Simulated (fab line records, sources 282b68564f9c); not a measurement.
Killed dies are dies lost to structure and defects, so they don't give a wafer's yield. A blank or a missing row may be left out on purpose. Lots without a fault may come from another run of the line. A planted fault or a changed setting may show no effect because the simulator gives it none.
A struck lot beside a sound one | flow rit_cmos | 32 steps out of a route of 202
Sound: wafers L435.1, L435.2, L435.6. Struck: wafers L450.2, L450.4, L450.6. The cause comes at the end.
At each step with rows: each side's tool, then ch and its chambers, then its first start. Under that, the readings that differ: sound wafers | struck wafers | difference of the means | sigmas: that difference in standard deviations of wafers without a fault.
alike: readings whose means differ by less than 2 such deviations, and words and numbers that are the same on both sides. not compared: withheld readings, readings that some wafer has no value for, bounds like >300 that may hide the same value, and numbers for which the record gives no deviation and whose values overlap.
The two part at a step that has a row with sigmas, a row that says differs or no value, or rows on one side only. Numbers that don't overlap but have no deviation are shown without sigmas and don't part them. A reading that every wafer of one side lacks parts them only if that side has two wafers or more.

first, 5 steps without rows for these wafers: RIT_CONTACT_COAT_03 (resist thk 982.9 nm); RIT_CONTACT_SOFTBAKE_04 (time 60 s); RIT_CONTACT_EXPOSE_05 (exposes mask M11, target cd 1000 nm); RIT_CONTACT_PEB_06; RIT_CONTACT_DEVELOP_07 (develop time 120 s).
RIT_CONTACT_CD_MEAS_08: target cd 1000 nm.
  sound on cd_sem-01, day 3 08:57; struck on cd_sem-02, day 6 09:26
  reading    | sound             | struck              | difference | sigmas
  cd_nm (nm) | 994.9 992.4 992.6 | 1002.9 1002.6 998.1 | +7.9       | +3
RIT_CONTACT_OVL_MEAS_09:
  sound on overlay-02, day 3 09:04; struck on overlay-01, day 6 09:32
  alike: CONTACT_OVL
then, 1 step without rows for these wafers: RIT_CONTACT_HARDBAKE_10 (time 60 s).
RIT_CONTACT_ETCH_11: etches SiO2 in CHF3/CF4/Ar, stops on TiSi2, target depth 480 nm, time 320 s.
  sound on rie_diel-01 ch 1,2, day 3 09:16; struck on rie_diel-03 ch 0,1,3, day 6 09:43
  alike: drypump_motor_current_A, oes_product_au, throttle_valve_pct
  not compared: rf_hours_counter_h
RIT_CONTACT_STRIP_12: strips in O2, time 180 s.
  sound on plasma_asher-01 ch 0,1, day 3 09:27; struck on plasma_asher-01 ch 0,1, day 6 09:55
  alike: drypump_motor_current_A
  not compared: rf_hours_counter_h
RIT_CONTACT_CD_MEAS_90: target cd 1000 nm.
  sound on cd_sem-01, day 3 09:38; struck on cd_sem-01, day 6 10:06
  reading    | sound             | struck              | difference | sigmas
  cd_nm (nm) | 995.0 992.4 992.6 | 1002.6 1003.0 998.2 | +7.9       | +3
then, 1 step without rows for these wafers: RIT_CONTACT_CLEAN_13 (cleans in SC1, time 600 s).
RIT_CONTACT_CLEAN_14: cleans in SC2, time 600 s.
  sound on wet_bench-04 ch 2, day 3 09:55; struck on wet_bench-02 ch 3, day 6 10:23
RIT_M1_SPUTTER_00: material Al, target thk 400 nm, time 500 s.
  sound on pvd_sputter-04, day 3 10:06; struck on pvd_sputter-02, day 6 10:34
  alike: chamber_pressure_pa, substrate_temp_c, throttle_valve_pct
RIT_M1_RS_MEAS_01: measures by four-point-probe.
  sound on film_metro-04, day 3 10:23; struck on film_metro-01, day 6 10:53
  alike: M1_AL_RS
RIT_M1_THK_MEAS_02: measures by xrf.
  sound on film_metro-04, day 3 10:31; struck on film_metro-01, day 6 10:59
  alike: M1_AL_THK
then, 6 steps without rows for these wafers: RIT_M1_HMDS_03 (prime time 60 s); RIT_M1_COAT_04 (resist thk 1300 nm); RIT_M1_SOFTBAKE_05 (time 60 s); RIT_M1_EXPOSE_06 (exposes mask M12, target cd 2600 nm); RIT_M1_PEB_07; RIT_M1_DEVELOP_08 (develop time 65.25 s).
RIT_M1_CD_MEAS_09: target cd 2600 nm.
  sound on cd_sem-01, day 3 11:27; struck on cd_sem-01, day 6 12:04
  reading    | sound                | struck               | difference | sigmas
  cd_nm (nm) | 2597.6 2598.7 2597.9 | 2603.3 2603.8 2602.4 | +5.1       | +2
RIT_M1_OVL_MEAS_10:
  sound on overlay-02, day 3 11:34; struck on overlay-02, day 6 12:10
  alike: M1_OVL
then, 1 step without rows for these wafers: RIT_M1_HARDBAKE_11 (time 120 s).
RIT_M1_METAL_ETCH_12: etches Al in Cl2/BCl3, stops on SiO2, time 165 s, target depth 600 nm.
  sound on rie_metal-01 ch 0,1, day 3 11:52; struck on rie_metal-01 ch 0,1, day 6 12:27
  alike: drypump_motor_current_A, mfc_cl2_sccm, oes_product_au, throttle_valve_pct
  not compared: rf_hours_counter_h
then, 1 step without rows for these wafers: RIT_M1_STRIP_13 (strips in nmp, time 600 s).
RIT_M1_STRIP_14: strips in O2, time 180 s.
  sound on plasma_asher-01 ch 0,1, day 3 12:12; struck on plasma_asher-04 ch 0,1, day 6 12:47
  alike: drypump_motor_current_A
  not compared: rf_hours_counter_h
RIT_M1_CD_MEAS_90: target cd 2600 nm.
  sound on cd_sem-02, day 3 12:22; struck on cd_sem-01, day 6 12:59
  reading    | sound          | struck         | difference | sigmas
  cd_nm (nm) | 2599 2600 2600 | 2607 2607 2605 | +7         | +2
then, 1 step without rows for these wafers: RIT_M1_ANNEAL_15 (time 1800 s).
RIT_M1_BOW_MEAS_16:
  sound on film_metro-04, day 3 14:43; struck on film_metro-04, day 6 14:50
  alike: M1_BOW
RIT_M1_PROBE_99:
  sound on prober-02, day 3 14:50; struck on prober-01, day 6 14:59
  reading            | sound | struck   | difference | sigmas
  killed_at_M0_to_M3 | 0 0 0 | 0 0 1    | +0         | +2
  killed_at_contacts | 0 0 0 | 35 37 34 | +35        | +99 or more
  killed_dies        | 8 3 8 | 43 46 42 | +37        | +12
  alike: killed_at_front_end, killed_open, killed_short

WHERE THEY PART
First at RIT_CONTACT_CD_MEAS_08; last, within this record, at RIT_M1_PROBE_99.

WHY: what the simulator had put in
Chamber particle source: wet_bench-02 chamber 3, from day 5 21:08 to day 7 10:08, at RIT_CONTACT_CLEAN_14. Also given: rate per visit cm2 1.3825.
